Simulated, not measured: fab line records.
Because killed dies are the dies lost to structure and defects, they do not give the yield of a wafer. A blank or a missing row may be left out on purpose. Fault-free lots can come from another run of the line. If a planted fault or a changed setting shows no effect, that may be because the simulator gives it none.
Matching of chambers | flow berkeley cmos170 | rie diel-03 running UCB170_GATE_ETCH_14: 4 sister chambers
The step etches BARC in N2/H2. 4 wafers are shown with their chamber, then 7 later ones without.

== EACH WAFER AND ITS CHAMBER ==
wafer  | chamber | drypump motor current A (A)
L545.4 | 0       | 5.3
L545.6 | 3       | 6.0
L548.1 | 2       | 6.7
L548.2 | 1       | 6.0

== WAFERS WITH NO CHAMBER GIVEN ==
wafer  | drypump motor current A (A)
L548.5 | 6.0
L556.1 | 5.3
L556.2 | 6.0
L556.4 | 6.6
L561.1 | 5.3
L561.3 | 6.7
L561.4 | 6.0

== EACH ONE'S CHAMBER ==
wafer  | from the rows above     | in truth
L548.5 | can't be placed: 1 or 3 | 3
L556.1 | 0                       | 0
L556.2 | can't be placed: 1 or 3 | 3
L556.4 | 2                       | 2
L561.1 | 0                       | 0
L561.3 | 2                       | 2
L561.4 | can't be placed: 1 or 3 | 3
Correct placement for 4 of the 7. From these rows, 3 cannot be placed; in 3 the true chamber is one of the candidates. Wrongly placed: 0.
How it was worked out, from the rows above alone: a wafer's distance from a chamber is the root of the sum, over the readings, of the square of ((its reading less the chamber's mean) divided by the reading's scatter). If the next closest chamber is less than 2 further off than the closest, the wafer can't be placed; otherwise it belongs to the closest. The mean given for a chamber averages the wafers shown for that chamber. The scatter: with one shown wafer a chamber, the root of the mean of the squares of how far each hidden wafer lies from its nearest shown one.
